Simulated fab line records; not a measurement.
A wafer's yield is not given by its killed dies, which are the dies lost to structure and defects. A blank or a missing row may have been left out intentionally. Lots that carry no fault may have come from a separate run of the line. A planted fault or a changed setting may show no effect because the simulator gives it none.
Problem report in the 8D (eight disciplines) form, filled by code | flow berkeley cmos170 | the parts of the form that need people (team, actions taken, sign-off) are left out

1. THE ISSUE
Wafers without a fault read 1200.3 nm, standard deviation 1.4; cd nm at UCB170_ACTIVE_CD_MEAS_13 reads a mean of 1234.1 nm on 9 wafers belonging to 3 lots. That is +24 standard deviations from the usual mean.
The step: target cd 1200 nm.
The first sign was on wafer L412.2 at day 5 07:37, on cd sem-02. Wafers with a number at this step in the record: 45, from 15 lots. The rule behind "out" and "out of limits": a value lying over 4 standard deviations away from the usual mean. All remaining wafers that have a number are taken as sound.

2. WHAT IT IS; WHAT IT IS NOT
question                    | is                     | is not
which readings at this step | cd nm                  | -
which lots                  | L412, L413, L415       | L406, L409, L410, L411, L420, L422, L423, L425, L426, L427, L428, L429
which wafers of those lots  | all that have a number | -
read on which gauges        | cd sem-01, cd sem-02   | -
when                        | from day 5 07:37       | up to then (12 sound wafers); but 24 sound wafers of L420, L422, L423, L425, L426, L427, L428, L429 came after

3. SUSPECTS, AND WHAT RULES EACH OUT
Counting: any tool at a process step up to the reading is kept as a suspect provided that every lot that is out went through it and no sound lot did after the first of them.
- ruled out: the gauge at UCB170_ACTIVE_CD_MEAS_13. 2 gauges (cd sem-01, cd sem-02) read the wafers that are out.
- litho track-03 at UCB170_ACTIVE_PEB_11: ruled out as a lasting fault. Following L412 (day 5 07:21), the first lot on it that is out, the sound lots L428 were run on it.
Left after counting: nothing in the record.

4. THE CAUSE (what the simulator had put in)
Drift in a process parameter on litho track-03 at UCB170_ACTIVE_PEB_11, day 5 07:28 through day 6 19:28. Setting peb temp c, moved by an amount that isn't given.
It was ruled out by counting, in error; the rule expects a fault to strike all lots run on its tool from its start on, and this fault did not.

5. THE CHAIN OF EFFECTS, in route order
One row per reading whose mean, taken over the struck wafers that have a number, lies over 3 standard deviations from the usual. Scope: only readings with a usual standard deviation given in the record; hours: median across lots of the time from each lot's start at the first step in this table that gives one to its start at this step; sigmas: change in usual standard deviations.
hours | step                     | reading                 | usual     | on struck wafers | change | sigmas
0     | UCB170_ACTIVE_PEB_11     | heater power total W    | 56.82 W   | 54.28            | -2.54  | -58
0     | UCB170_ACTIVE_PEB_11     | plate sensor t centre C | 131.41 C  | 126.91           | -4.50  | -99 or more
0     | UCB170_ACTIVE_PEB_11     | plate sensor t edge C   | 131.53 C  | 127.03           | -4.50  | -99 or more
0     | UCB170_ACTIVE_CD_MEAS_13 | cd nm                   | 1200.3 nm | 1234.1           | +33.8  | +24
The process steps in it:
- UCB170_ACTIVE_PEB_11
At these later measuring or inspecting steps, every struck wafer for which the step has a row has a number for every such reading, and none has moved that far: UCB170_PVT_OVL_MEAS_06, UCB170_GATE_OVL_MEAS_13.

6. HOW IT WOULD HAVE BEEN CAUGHT EARLIER
The first out-of-limits reading at a measuring or inspecting step in this record came at day 5 07:37, 0 hours after the fault's start at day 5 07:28.
Tool's own readings at UCB170_ACTIVE_PEB_11, heater power total W, plate sensor t centre C, plate sensor t edge C: out on all struck wafers the step has rows for; an alarm limit on them would have tripped on the first.
